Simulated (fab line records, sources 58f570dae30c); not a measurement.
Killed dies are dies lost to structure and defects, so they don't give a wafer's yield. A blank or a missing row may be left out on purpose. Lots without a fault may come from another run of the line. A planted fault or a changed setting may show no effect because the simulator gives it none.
Which tool did it? | flow berkeley_cmos170 | 14 lots, 42 wafers sampled, at 4 steps of a route of 331

WHAT THE GAUGES READ, wafer by wafer
UCB170_V2_THK_MEAS_04. Usual: V2_POLISHED_THK 1000.7 nm, standard deviation 1.1.
lot  | measured     | on            | V2_POLISHED_THK (nm) | flag
L707 | day 8 11:17  | film_metro-02 | 1000.7 1001.2 1000.2 |
L708 | day 8 12:11  | film_metro-03 | 1002.3 1002.1 1003.1 |
L709 | day 8 16:07  | film_metro-03 | 1001.2 1000.0 1000.4 |
L706 | day 8 15:49  | film_metro-04 | 1001.2 999.2 1001.3  |
L712 | day 9 15:16  | film_metro-02 | 1000.2 1000.0 1002.0 |
L711 | day 9 15:49  | film_metro-02 | 1000.3 999.8 999.5   |
L716 | day 10 12:07 | film_metro-04 | 1002.2 1002.8 1002.7 |
L717 | day 11 01:00 | film_metro-02 | 1002.7 1001.0 1002.8 |
L715 | day 11 01:23 | film_metro-04 | 999.7 999.9 1000.0   |
L722 | day 11 21:45 | film_metro-03 | 999.7 1001.4 1001.3  |
L725 | day 12 07:26 | film_metro-03 | 1002.0 1001.2 1002.6 |
L727 | day 12 19:30 | film_metro-04 | 1000.6 1000.6 1000.6 |
L726 | day 12 21:32 | film_metro-04 | 1000.8 1000.3 1000.8 |
L728 | day 13 08:20 | film_metro-03 | 998.4 999.2 1001.0   |

UCB170_M3_THK_MEAS_03: measures by xrf. Usual: M3_AL_THK 904 nm, standard deviation 6.5.
lot  | measured     | on            | M3_AL_THK (nm) | flag
L707 | day 8 13:56  | film_metro-03 | 900 908 911    |
L708 | day 8 14:34  | film_metro-03 | 901 904 909    |
L709 | day 8 19:24  | film_metro-03 | 913 916 915    |
L706 | day 8 18:20  | film_metro-02 | 907 898 903    |
L712 | day 9 17:55  | film_metro-03 | 907 897 907    |
L711 | day 9 18:14  | film_metro-03 | 916 911 912    |
L716 | day 10 14:16 | film_metro-01 | 898 903 903    |
L717 | day 11 04:21 | film_metro-02 | 910 907 898    |
L715 | day 11 04:28 | film_metro-01 | 886 905 891    |
L722 | day 12 03:06 | film_metro-03 | 908 904 900    |
L725 | day 12 09:31 | film_metro-02 | 900 905 893    |
L727 | day 12 21:26 | film_metro-02 | 893 889 894    |
L726 | day 12 23:48 | film_metro-01 | 907 914 912    |
L728 | day 13 10:22 | film_metro-02 | 900 896 910    |

WHICH TOOL RAN EACH LOT (tool, then ch and the chambers of the sampled wafers, then the start)
lot  | UCB170_PVT_STRIP_08                  | UCB170_M3_SPUTTER_01
L707 | plasma_asher-02 ch 0,1, day 6 08:18  | pvd_sputter-03, day 8 13:43
L708 | plasma_asher-02 ch 0, day 6 16:58    | pvd_sputter-02, day 8 14:22
L709 | plasma_asher-02 ch 0,1, day 6 17:14  | pvd_sputter-04, day 8 19:12
L706 | plasma_asher-04 ch 0,1, day 6 17:31  | pvd_sputter-02, day 8 18:08
L712 | plasma_asher-02 ch 0,1, day 7 15:37  | pvd_sputter-03, day 9 17:41
L711 | plasma_asher-02 ch 0,1, day 7 16:10  | pvd_sputter-02, day 9 18:01
L716 | plasma_asher-04 ch 1, day 8 13:10    | pvd_sputter-02, day 10 14:03
L717 | plasma_asher-03 ch 0,1, day 8 21:22  | pvd_sputter-03, day 11 04:08
L715 | plasma_asher-04 ch 0,1, day 8 21:33  | pvd_sputter-02, day 11 04:16
L722 | plasma_asher-04 ch 0,1, day 10 00:06 | pvd_sputter-02, day 12 02:54
L725 | plasma_asher-03 ch 0,1, day 10 07:06 | pvd_sputter-02, day 12 09:19
L727 | plasma_asher-02 ch 0,1, day 10 20:32 | pvd_sputter-03, day 12 21:13
L726 | plasma_asher-03 ch 0,1, day 10 20:49 | pvd_sputter-04, day 12 23:35
L728 | plasma_asher-03 ch 0,1, day 11 07:51 | pvd_sputter-02, day 13 10:09
- UCB170_PVT_STRIP_08: strips in O2.
- UCB170_M3_SPUTTER_01: material Al, target thk 900 nm, time 120 s.

WHAT THE TOOLS THEMSELVES READ (means of the sampled wafers that have a number; where no wafer has one, the mark that the record gives instead)
UCB170_PVT_STRIP_08. Usual: chamber_pressure_mTorr 3500 mTorr, standard deviation 3.5; drypump_motor_current_A 5.8 A, standard deviation 0.36; o2_flow_sccm 400.0 sccm, standard deviation 1.1; oes_product_au 0.735 a.u., standard deviation 0.0047; strip_time_to_endpoint_s 21.64 s, standard deviation 0.054.
lot  | tool            | chamber_pressure_mTorr (mTorr) | drypump_motor_current_A (A) | o2_flow_sccm (sccm) | oes_product_au (a.u.) | strip_time_to_endpoint_s (s) | flag
L707 | plasma_asher-02 | 3497                           | 5.6                         | 399.7               | 0.732                 | 21.64                        |
L708 | plasma_asher-02 | 3502                           | 5.7                         | 400.0               | 0.734                 | 21.60                        |
L709 | plasma_asher-02 | 3501                           | 5.5                         | 400.6               | 0.734                 | 21.60                        |
L706 | plasma_asher-04 | 3502                           | 5.8                         | 399.9               | 0.734                 | 21.62                        |
L712 | plasma_asher-02 | 3498                           | 5.6                         | 400.4               | 0.732                 | 21.61                        |
L711 | plasma_asher-02 | 3499                           | 5.6                         | 399.3               | 0.739                 | 21.72                        |
L716 | plasma_asher-04 | 3499                           | 6.0                         | 401.4               | 0.732                 | 21.63                        |
L717 | plasma_asher-03 | 3498                           | 6.0                         | 399.6               | 0.732                 | 21.67                        |
L715 | plasma_asher-04 | 3496                           | 5.5                         | 453.3               | 0.739                 | 21.32                        | OFF
L722 | plasma_asher-04 | 3501                           | 5.7                         | 428.1               | 0.730                 | 21.45                        | OFF
L725 | plasma_asher-03 | 3499                           | 6.2                         | 401.1               | 0.736                 | 21.63                        |
L727 | plasma_asher-02 | 3501                           | 5.6                         | 399.3               | 0.736                 | 21.68                        |
L726 | plasma_asher-03 | 3501                           | 6.0                         | 399.9               | 0.734                 | 21.70                        |
L728 | plasma_asher-03 | 3502                           | 6.0                         | 399.4               | 0.731                 | 21.60                        |

UCB170_M3_SPUTTER_01. Usual: throttle_valve_pct 29.6 %, standard deviation 0.96.
lot  | tool           | throttle_valve_pct (%) | flag
L707 | pvd_sputter-03 | 29.3                   |
L708 | pvd_sputter-02 | 30.0                   |
L709 | pvd_sputter-04 | 29.7                   |
L706 | pvd_sputter-02 | 28.7                   |
L712 | pvd_sputter-03 | 29.4                   |
L711 | pvd_sputter-02 | 29.6                   |
L716 | pvd_sputter-02 | 29.5                   |
L717 | pvd_sputter-03 | 30.2                   |
L715 | pvd_sputter-02 | 29.6                   |
L722 | pvd_sputter-02 | 30.1                   |
L725 | pvd_sputter-02 | 29.2                   |
L727 | pvd_sputter-03 | 30.0                   |
L726 | pvd_sputter-04 | 30.4                   |
L728 | pvd_sputter-02 | 28.4                   |

THE ANSWER, worked out from the rows above alone
Rule: a lot is off if the mean of its wafers that have a number lies more than 3 standard deviations from the usual mean. A lot without any number at a reading at which 4 lots or more have one is off too. The other lots that the step has rows for count as sound. The gauges are gone through in route order, then the tools' own readings, and for those a lot's mean is taken as printed above. The first step at which some lot is off is used, and at that step the reading that is off furthest; a lot without a number counts as furthest.
Off: L715, L722, at UCB170_PVT_STRIP_08 (o2_flow_sccm).
A tool fits if, at that step or a process step before it, it ran every lot that is off, and no sound lot after the first of them. One fits: plasma_asher-04 at UCB170_PVT_STRIP_08. Its last sound lot is L716 (day 8 13:10), its first lot that is off L715 (day 8 21:33): a fault that began between those two fits.
The tool's own readings at UCB170_PVT_STRIP_08 bear it out: on the lots that are off they differ by more than 5 times the standard deviation of the sound lots' means. o2_flow_sccm reads 440.7 sccm there against 400.1 sccm on the sound lots; strip_time_to_endpoint_s reads 21.38 s there against 21.64 s on the sound lots.

WHAT THE SIMULATOR HAD PUT IN
Process parameter drift: plasma_asher-04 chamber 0, from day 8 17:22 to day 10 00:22, at UCB170_PVT_STRIP_08. Setting o2_flow_sccm, moved by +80, from 400. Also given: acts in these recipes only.
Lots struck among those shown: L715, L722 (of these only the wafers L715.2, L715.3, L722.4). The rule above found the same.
